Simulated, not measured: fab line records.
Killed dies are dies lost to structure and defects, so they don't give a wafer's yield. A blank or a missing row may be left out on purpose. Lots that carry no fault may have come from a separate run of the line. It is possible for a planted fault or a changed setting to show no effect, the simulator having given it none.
Chamber matching	flow berkeley_cmos170	rie_diel-03 running UCB170_M1_ETCH_11: 4 sister chambers
The step etches BARC in N2/H2. 18 wafers are shown with their chamber, then 9 later ones without.

== EACH WAFER AND ITS CHAMBER ==
wafer	chamber	throttle_valve_pct (%)	drypump_motor_current_A (A)	oes_product_au (a.u.)
L074.2	0	13.20	5.0	0.996
L074.3	1	13.32	5.7	0.984
L074.5	1	13.33	5.7	0.986
L076.1	2	13.49	5.8	0.986
L076.2	3	13.57	5.6	1.000
L076.5	1	13.31	5.7	0.978
L077.2	3	13.58	5.5	0.983
L077.5	3	13.58	5.5	0.990
L077.6	2	13.50	5.8	0.986
L081.3	3	13.56	5.5	1.000
L081.5	1	13.32	5.7	0.989
L081.6	0	13.19	5.1	1.009
L082.2	1	13.33	5.7	0.995
L082.4	0	13.20	5.0	1.004
L082.5	1	13.32	5.6	0.985
L084.3	3	13.57	5.5	1.000
L084.4	2	13.50	5.8	0.990
L084.6	1	13.32	5.7	0.991

SIGNATURES (means of the wafers above)
reading	chamber 0	chamber 1	chamber 2	chamber 3	scatter within a chamber
throttle_valve_pct	13.1967	13.3214	13.4967	13.5720	0.00707
drypump_motor_current_A	5.033	5.686	5.800	5.520	0.0407
oes_product_au	1.00300	0.98686	0.98733	0.99460	0.00609
Rule: a wafer's distance from a chamber is the root of the sum, over the readings, of the square of ((its reading less the chamber's mean) divided by the reading's scatter). The wafer belongs to the nearest chamber; if the next one is less than 2 further off, it can't be placed. The scatter: take each reading less its chamber's mean, square it, sum over the shown wafers, divide by the number of wafers less the number of chambers, and take the root.

== WAFERS MISSING THEIR CHAMBER ==
wafer	throttle_valve_pct (%)	drypump_motor_current_A (A)	oes_product_au (a.u.)
L091.3	13.31	5.7	0.991
L091.4	13.20	5.1	1.004
L091.5	13.57	5.6	0.990
L094.1	13.20	5.0	1.006
L094.4	13.33	5.7	0.984
L094.6	13.21	5.1	1.004
L090.2	13.33	5.7	0.991
L090.5	13.58	5.5	0.994
L090.6	13.19	5.1	0.993

== WHICH CHAMBER EACH ONE RAN IN ==
wafer	from the rows above	in truth
L091.3	1	1
L091.4	0	0
L091.5	3	3
L094.1	0	0
L094.4	1	1
L094.6	0	0
L090.2	1	1
L090.5	3	3
L090.6	0	0
9 of 9 placed correctly. Number that these rows cannot place: 0. Wrongly placed: 0.
